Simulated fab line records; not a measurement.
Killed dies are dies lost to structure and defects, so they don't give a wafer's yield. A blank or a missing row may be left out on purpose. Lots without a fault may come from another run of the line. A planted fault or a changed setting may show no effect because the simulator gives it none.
Which tool was responsible? / flow rit cmos / Sampling: 15 lots, 45 wafers, 2 of 202 route steps

== WHAT THE GAUGES READ, wafer by wafer ==
RIT_NRETRO_OVL_MEAS_06. Usual: NRETRO_OVL 0.8 nm, standard deviation 1.3.
lot=L571; measured=day 2 05:06; on=overlay-02; NRETRO_OVL (nm)=0.5 1.6 0.9; flag=
lot=L572; measured=day 2 10:11; on=overlay-02; NRETRO_OVL (nm)=1.2 -0.4 1.2; flag=
lot=L573; measured=day 2 15:42; on=overlay-02; NRETRO_OVL (nm)=-0.8 -0.2 -0.8; flag=
lot=L576; measured=day 3 06:35; on=overlay-02; NRETRO_OVL (nm)=-1.8 -0.5 1.2; flag=
lot=L577; measured=day 3 10:41; on=overlay-01; NRETRO_OVL (nm)=1.3 2.1 1.7; flag=
lot=L579; measured=day 3 21:59; on=overlay-02; NRETRO_OVL (nm)=1.6 1.4 0.4; flag=
lot=L580; measured=day 4 03:53; on=overlay-02; NRETRO_OVL (nm)=0.6 2.5 0.4; flag=
lot=L581; measured=day 4 07:07; on=overlay-02; NRETRO_OVL (nm)=3.0 1.0 1.1; flag=
lot=L584; measured=day 4 22:41; on=overlay-02; NRETRO_OVL (nm)=0.7 0.5 0.0; flag=
lot=L587; measured=day 5 14:25; on=overlay-02; NRETRO_OVL (nm)=-0.2 -0.5 1.7; flag=
lot=L588; measured=day 5 18:35; on=overlay-01; NRETRO_OVL (nm)=-179.8 -181.5 -181.4; flag=OFF
lot=L589; measured=day 5 23:57; on=overlay-01; NRETRO_OVL (nm)=2.9 -0.7 1.8; flag=
lot=L591; measured=day 6 10:26; on=overlay-01; NRETRO_OVL (nm)=-179.7 -177.9 -178.7; flag=OFF
lot=L592; measured=day 6 15:26; on=overlay-02; NRETRO_OVL (nm)=-178.1 -179.9 -179.3; flag=OFF
lot=L593; measured=day 6 22:13; on=overlay-02; NRETRO_OVL (nm)=0.9 -0.9 1.2; flag=

== WHICH TOOL RAN EACH LOT (tool, then ch and the chambers of the sampled wafers, then the start) ==
lot=L571; RIT_NRETRO_EXPOSE_03=iline stepper-01 ch 0, day 2 04:41
lot=L572; RIT_NRETRO_EXPOSE_03=iline stepper-02 ch 0, day 2 09:41
lot=L573; RIT_NRETRO_EXPOSE_03=iline stepper-01 ch 0, day 2 15:16
lot=L576; RIT_NRETRO_EXPOSE_03=iline stepper-02 ch 0, day 3 06:11
lot=L577; RIT_NRETRO_EXPOSE_03=iline stepper-02 ch 0, day 3 10:16
lot=L579; RIT_NRETRO_EXPOSE_03=iline stepper-02 ch 0, day 3 21:33
lot=L580; RIT_NRETRO_EXPOSE_03=iline stepper-01 ch 0, day 4 03:28
lot=L581; RIT_NRETRO_EXPOSE_03=iline stepper-02 ch 0, day 4 06:43
lot=L584; RIT_NRETRO_EXPOSE_03=iline stepper-02 ch 0, day 4 22:16
lot=L587; RIT_NRETRO_EXPOSE_03=iline stepper-01 ch 0, day 5 14:01
lot=L588; RIT_NRETRO_EXPOSE_03=iline stepper-01 ch 0, day 5 18:10
lot=L589; RIT_NRETRO_EXPOSE_03=iline stepper-02 ch 0, day 5 23:33
lot=L591; RIT_NRETRO_EXPOSE_03=iline stepper-01 ch 0, day 6 10:01
lot=L592; RIT_NRETRO_EXPOSE_03=iline stepper-01 ch 0, day 6 15:01
lot=L593; RIT_NRETRO_EXPOSE_03=iline stepper-02 ch 0, day 6 21:48
- RIT_NRETRO_EXPOSE_03: exposes mask M4, target cd 43900 nm.

== WHAT THE TOOLS THEMSELVES READ (means of the sampled wafers that have a number; where no wafer has one, the mark that the record gives instead) ==
The record holds no such reading with a usual standard deviation.

== THE ANSWER, worked out from the rows above alone ==
Rule: take the mean of a lot's wafers that have a number; if it is more than 3 standard deviations from the usual mean, the lot is off. A lot without any number at a reading at which 4 lots or more have one is off too. All remaining lots with rows at the step are treated as sound. The gauges are gone through in route order, then the tools' own readings, and for those a lot's mean is taken as printed above. The first step at which some lot is off is used, and at that step the reading that is off furthest; a lot without a number counts as furthest.
Off: at RIT_NRETRO_OVL_MEAS_06 (NRETRO_OVL), L588, L591, L592.
A tool fits if, at a process step before that reading, it ran every lot that is off, and no sound lot after the first of them. The gauges at RIT_NRETRO_OVL_MEAS_06 are tried like those tools. One fits: RIT_NRETRO_EXPOSE_03 on iline stepper-01. A fault onset in the window from L587 (day 5 14:01, its last sound lot) to L588 (day 5 18:10, its first lot off) fits.

== WHAT THE SIMULATOR HAD PUT IN ==
Scanner matching overlay: iline stepper-01, from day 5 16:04 on, at RIT_NRETRO_EXPOSE_03. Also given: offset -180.
Lots struck among those shown: L588, L591, L592. The rule above found the same.
